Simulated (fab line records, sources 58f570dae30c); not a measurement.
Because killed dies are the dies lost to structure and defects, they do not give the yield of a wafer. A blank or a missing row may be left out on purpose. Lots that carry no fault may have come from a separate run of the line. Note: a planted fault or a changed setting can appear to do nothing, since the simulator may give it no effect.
One fault through the eyes of 2 desks :: flow berkeley_cmos170 :: each desk holds nothing but its own numbers, with what lay behind them at the end

FOR THE TOOL OWNER'S DESK: pvd_sputter-02
The tool's own readings at UCB170_M1_SPUTTER_00 (material Al, target thk 600 nm, time 80 s): means of the sampled wafers that have a number, for each lot that ran on this tool. The brackets show how far a lot's mean lies from the usual mean; more than 4 standard deviations puts the lot out of limits, marked OUT.
Columns: A = throttle_valve_pct at UCB170_M1_SPUTTER_00, usual 30.1 %
lot: L263
first seen here: day 8 19:44
A: 30.1

lot: L262
first seen here: day 8 21:35
A: 29.8

lot: L266
first seen here: day 9 17:31
A: 30.2

lot: L277
first seen here: day 12 01:28
A: 29.8
This desk's finding: nothing out of limits on any of the 4 lots.

THE METROLOGY DESK
What the gauges read for every lot (on any tool): the sampled wafers with a number, averaged. The brackets show how far a lot's mean lies from the usual mean; more than 4 standard deviations puts the lot out of limits, marked OUT.
Columns: A = M1_AL_RS at UCB170_M1_RS_MEAS_01, usual 0.0487 ohm/sq; B = M1_AL_THK at UCB170_M1_THK_MEAS_02, usual 596 nm
lot: L264
first seen here: day 8 19:20
A: 0.0492
B: 591

lot: L263
first seen here: day 8 19:49
A: 0.0490
B: 591

lot: L265
first seen here: day 8 21:22
A: 0.0485
B: 599

lot: L262
first seen here: day 8 21:40
A: 0.0480
B: 605

lot: L266
first seen here: day 9 17:34
A: 0.0486
B: 594

lot: L267
first seen here: day 9 17:43
A: 0.0489
B: 597

lot: L277
first seen here: day 12 01:33
A: 0.0588 (+19) OUT
B: 505 (-14) OUT

lot: L278
first seen here: day 12 08:04
A: 0.0491
B: 589

lot: L279
first seen here: day 12 16:34
A: 0.0482
B: 598

lot: L283
first seen here: day 13 05:30
A: 0.0494
B: 586

lot: L285
first seen here: day 13 06:13
A: 0.0487
B: 595

lot: L282
first seen here: day 13 06:46
A: 0.0493
B: 590

lot: L284
first seen here: day 13 12:50
A: 0.0483
B: 603
Finding of this desk: L277 out of limits, first seen on L277 at day 12 01:33 (M1_AL_RS at UCB170_M1_RS_MEAS_01). In limits: L264, L263, L265, L262, L266, L267, L278, L279, L283, L285, L282, L284.

TAKEN TOGETHER
L277 would have let the metrology desk raise an alarm at day 12 01:33.
The desk of the tool owner found nothing out of limits.
On record at the tool owner's desk: L277, within its limits.
On pvd_sputter-02, each named lot ran UCB170_M1_SPUTTER_00.

WHAT THE SIMULATOR PUT IN
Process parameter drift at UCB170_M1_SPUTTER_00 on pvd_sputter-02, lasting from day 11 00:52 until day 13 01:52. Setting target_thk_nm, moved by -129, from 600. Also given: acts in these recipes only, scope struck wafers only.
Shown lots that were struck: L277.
Time in hours between the start of the fault and the first out-of-limits reading at each desk: metrology desk, 25.
